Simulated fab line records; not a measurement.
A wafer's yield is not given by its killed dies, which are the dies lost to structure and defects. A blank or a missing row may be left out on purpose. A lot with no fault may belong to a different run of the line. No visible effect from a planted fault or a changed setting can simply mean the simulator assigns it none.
Which tool was responsible? ; flow rit_cmos ; 13 lots with 39 wafers sampled at 5 steps, on a route of 202 steps

## WHAT THE GAUGES SHOWED, per wafer
RIT_PSD_OVL_MEAS_06.
lot;measured;on;PSD_OVL (nm)
L442;day 3 16:44;overlay-02;3.3 1.1 -0.2
L443;day 3 18:33;overlay-01;0.5 -2.5 -3.3
L444;day 3 23:30;overlay-02;-0.8 1.1 0.0
L445;day 4 04:23;overlay-01;-2.1 -2.4 -1.7
L446;day 4 08:08;overlay-01;-1.4 -2.0 1.3
L447;day 4 12:50;overlay-01;1.1 2.3 -0.4
L448;day 4 21:10;overlay-02;-1.3 -0.5 0.0
L450;day 5 07:03;overlay-01;-1.7 -1.0 -1.9
L452;day 5 15:03;overlay-01;-1.7 -1.1 -1.7
L454;day 6 07:22;overlay-02;0.1 0.8 -0.3
L455;day 6 14:11;overlay-02;-1.0 0.5 -3.2
L460;day 7 13:58;overlay-01;-2.2 -2.1 -2.3
L462;day 7 22:08;overlay-01;-2.7 -4.2 -3.3

RIT_CONTACT_CD_MEAS_90 targets a cd of 1000 nm.
lot;measured;on;cd_nm (nm)
L442;day 3 21:01;cd_sem-02;999.0 998.5 998.6
L443;day 3 22:27;cd_sem-02;1000.3 999.4 1000.2
L444;day 4 03:16;cd_sem-02;1001.9 1000.8 1001.0
L445;day 4 08:22;cd_sem-01;1003.0 1001.2 1002.5
L446;day 4 12:11;cd_sem-02;1001.7 1004.9 1002.0
L447;day 4 16:36;cd_sem-01;1001.4 1001.0 1003.5
L448;day 5 02:10;cd_sem-02;999.1 997.4 1000.0
L450;day 5 11:01;cd_sem-01;996.7 998.4 998.2
L452;day 5 18:55;cd_sem-01;1001.5 1002.2 1001.2
L454;day 6 11:16;cd_sem-02;1000.4 999.8 999.8
L455;day 6 17:57;cd_sem-01;1001.5 1004.9 1002.7
L460;day 7 17:50;cd_sem-01;1004.2 1002.4 1002.8
L462;day 8 02:07;cd_sem-01;996.4 997.8 995.7

RIT_M1_CD_MEAS_90 targets a cd of 2600 nm.
lot;measured;on;cd_nm (nm)
L442;day 3 23:53;cd_sem-01;2602.7 2594.7 2601.3
L443;day 4 01:11;cd_sem-01;2598.5 2595.7 2595.4
L444;day 4 06:06;cd_sem-02;2599.0 2598.6 2599.2
L445;day 4 11:07;cd_sem-02;2599.5 2594.2 2598.3
L446;day 4 14:57;cd_sem-02;2600.9 2597.2 2600.3
L447;day 4 19:29;cd_sem-01;2605.7 2604.9 2604.4
L448;day 5 05:05;cd_sem-01;2601.4 2600.5 2600.2
L450;day 5 13:46;cd_sem-01;2601.4 2601.1 2600.5
L452;day 5 21:41;cd_sem-02;2597.5 2599.1 2598.4
L454;day 6 14:08;cd_sem-01;2600.0 2601.4 2600.6
L455;day 6 20:58;cd_sem-01;2601.5 2596.8 2598.6
L460;day 7 20:36;cd_sem-01;2594.5 2599.3 2597.1
L462;day 8 05:01;cd_sem-01;2601.5 2601.1 2607.9

## WHICH TOOL RAN EACH LOT (tool, then ch and the chambers of the sampled wafers, then the start)
lot;RIT_SDANNEAL_RTA_03;RIT_M1_METAL_ETCH_12
L442;rtp_anneal-02 ch 0, day 3 18:11;rie_metal-01 ch 0,1, day 3 23:23
L443;rtp_anneal-01 ch 0, day 3 19:29;rie_metal-02 ch 0,1, day 4 00:41
L444;rtp_anneal-02 ch 0, day 4 00:26;rie_metal-04 ch 0, day 4 05:34
L445;rtp_anneal-01 ch 0, day 4 05:19;rie_metal-01 ch 0,1, day 4 10:37
L446;rtp_anneal-02 ch 0, day 4 09:05;rie_metal-02 ch 0,1, day 4 14:24
L447;rtp_anneal-01 ch 0, day 4 13:47;rie_metal-04 ch 0,1, day 4 18:50
L448;rtp_anneal-02 ch 0, day 4 22:28;rie_metal-01 ch 0,1, day 5 04:34
L450;rtp_anneal-02 ch 0, day 5 07:59;rie_metal-01 ch 0,1, day 5 13:15
L452;rtp_anneal-02 ch 0, day 5 15:59;rie_metal-01 ch 0,1, day 5 21:10
L454;rtp_anneal-02 ch 0, day 6 08:27;rie_metal-02 ch 0,1, day 6 13:37
L455;rtp_anneal-01 ch 0, day 6 15:08;rie_metal-01 ch 0,1, day 6 20:25
L460;rtp_anneal-02 ch 0, day 7 14:56;rie_metal-02 ch 0,1, day 7 20:05
L462;rtp_anneal-02 ch 0, day 7 23:07;rie_metal-04 ch 0,1, day 8 04:29
- RIT_SDANNEAL_RTA_03: time 5 s.
- RIT_M1_METAL_ETCH_12: etches Al in Cl2/BCl3, stops on SiO2, time 165 s, target depth 600 nm.

## AS READ BY THE TOOLS THEMSELVES (means over the sampled wafers that have a number; for cases with no such wafer, the mark the record gives instead)
RIT_SDANNEAL_RTA_03.
lot;tool;wafer_temp_C_max
L442;rtp_anneal-02;1053.0
L443;rtp_anneal-01;1053.3
L444;rtp_anneal-02;1053.8
L445;rtp_anneal-01;1052.6
L446;rtp_anneal-02;1052.9
L447;rtp_anneal-01;1055.9
L448;rtp_anneal-02;1053.1
L450;rtp_anneal-02;1054.0
L452;rtp_anneal-02;1054.7
L454;rtp_anneal-02;1054.7
L455;rtp_anneal-01;1053.3
L460;rtp_anneal-02;1053.3
L462;rtp_anneal-02;1053.5

RIT_M1_METAL_ETCH_12.
lot;tool;drypump_motor_current_A (A);oes_product_au (a.u.);run_length_s (s);throttle_valve_pct (%)
L442;rie_metal-01;5.53;0.766;192.6;8.21
L443;rie_metal-02;5.60;0.794;192.8;8.28
L444;rie_metal-04;5.32;0.789;192.5;8.28
L445;rie_metal-01;5.52;0.768;193.0;8.20
L446;rie_metal-02;5.62;0.797;192.7;8.28
L447;rie_metal-04;5.70;0.785;192.4;8.25
L448;rie_metal-01;5.52;0.774;192.8;8.20
L450;rie_metal-01;5.55;0.771;192.7;8.21
L452;rie_metal-01;5.61;0.778;192.9;8.28
L454;rie_metal-02;5.51;0.785;193.0;8.27
L455;rie_metal-01;5.61;0.782;193.1;8.29
L460;rie_metal-02;5.50;0.788;193.0;8.27
L462;rie_metal-04;5.69;0.858;178.9;8.22

## THE ANSWER, worked out from the rows above alone
Rule: what is usual is taken from the lots themselves. The widest of any qualifying gaps counts: lots, ordered by their means at a reading, are off when they make up no more than a third of the lots, leave a main group of 4 or more, and stand apart from it by 3 or more times the standard deviation of that group's means. The tables above print the reading to a certain number of digits; a main group whose means all agree to those digits is not used. Also off: a lot with no number at a reading for which 4 or more lots have one. The other lots that the step has rows for count as sound. First the gauges in route order, then the tools' own readings, where a lot's mean is used as printed above. At the first step where some lot is off, the reading lying furthest off is the one used; lots without a number count as furthest.
Off: L462, at RIT_M1_METAL_ETCH_12 (run_length_s). For the main group the mean is 192.8 s and the standard deviation 0.21.
A tool fits if, at that step or a process step before it, it ran every lot that is off, and no sound lot after the first of them. Can't be told from this: 2 tools fit, rtp_anneal-02 at RIT_SDANNEAL_RTA_03, rie_metal-04 at RIT_M1_METAL_ETCH_12.

## WHAT HAD BEEN PUT IN BY THE SIMULATOR
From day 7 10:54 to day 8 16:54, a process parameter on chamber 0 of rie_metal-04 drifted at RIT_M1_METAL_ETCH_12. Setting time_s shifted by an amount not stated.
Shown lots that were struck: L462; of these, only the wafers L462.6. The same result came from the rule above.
